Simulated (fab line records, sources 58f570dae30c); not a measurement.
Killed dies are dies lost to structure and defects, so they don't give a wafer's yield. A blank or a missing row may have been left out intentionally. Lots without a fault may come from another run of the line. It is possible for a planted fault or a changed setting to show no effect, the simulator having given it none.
Problem report in the 8D (eight disciplines) form, filled by code + flow berkeley_cmos170 + the parts of the form that need people (team, actions taken, sign-off) are left out

1. THE PROBLEM
Wafers without a fault read 10.000, standard deviation 0.0031; beam_energy_keV at UCB170_PLDD_IMPLANT_08 reads a mean of 9.664 on 6 wafers belonging to 2 lots. So: -99 or more standard deviations from the usual mean.
The first sign was on wafer L617.1 at day 10 12:33, on implanter-02. At this step, 18 wafers from 6 lots have a number in the record. Rule for "out", or "out of limits": more than 4 standard deviations from the usual mean. All remaining wafers that have a number are taken as sound.

2. WHAT IT IS, WHAT IT ISN'T
| question                    | is                     | is not                                                                   |
|-----------------------------|------------------------|--------------------------------------------------------------------------|
| which readings at this step | beam_energy_keV        | -                                                                        |
| which lots                  | L617, L619             | L601, L611, L620, L624                                                   |
| which wafers of those lots  | all that have a number | -                                                                        |
| read on which tools         | implanter-02           | implanter-01, implanter-03                                               |
| when                        | from day 10 12:33      | up to then (6 sound wafers); but 6 sound wafers of L620, L624 came after |

3. SUSPECTS, AND WHAT RULES EACH OUT
Counting: a tool at any process step up to the reading remains a suspect when it ran all the lots that are out and ran no sound lot after the first of those.
- rie_si-02 at UCB170_GATE_ETCH_15 (etches poly-Si in HBr/Cl2, stops on SiO2, time 56.3 s, target depth 278.2 nm): kept. It processed each lot that is out, first L617 at day 10 09:35, and no sound lot thereafter; up to then, the last sound lot it processed was L611 at day 9 23:19.
- implanter-02 at UCB170_PLDD_IMPLANT_08: kept. It processed each lot that is out, first L617 at day 10 12:33, and no sound lot thereafter; up to then, the last sound lot it processed was L601 at day 7 14:14. On those wafers its own readings are out: beam_energy_keV.
After counting, rie_si-02 at UCB170_GATE_ETCH_15 and implanter-02 at UCB170_PLDD_IMPLANT_08 remain.

4. THE CAUSE (what the simulator had put in)
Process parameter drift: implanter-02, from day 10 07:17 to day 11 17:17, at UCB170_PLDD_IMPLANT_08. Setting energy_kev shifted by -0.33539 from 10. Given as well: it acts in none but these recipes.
Of the 2 suspects that counting leaves, this tool is one.

5. THE EFFECT CHAIN, in route order
Rows list readings where the struck wafers' mean (over those with a number) sits beyond 3 standard deviations from the usual. Readings are gone through only where the record gives a usual standard deviation; hours: the median, over the lots, of the time from a lot's start at the first step in this table giving one to that lot's start at this step; sigmas: the change measured in usual standard deviations.
| hours | step                   | reading         | usual  | on struck wafers | change | sigmas      |
|-------|------------------------|-----------------|--------|------------------|--------|-------------|
| 0     | UCB170_PLDD_IMPLANT_08 | beam_energy_keV | 10.000 | 9.664            | -0.336 | -99 or more |
The process steps in it:
- UCB170_PLDD_IMPLANT_08

6. HOW IT WOULD HAVE BEEN CAUGHT EARLIER
The fault began at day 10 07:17; the first out-of-limits reading in this record came at day 10 12:33, 5 hours later.
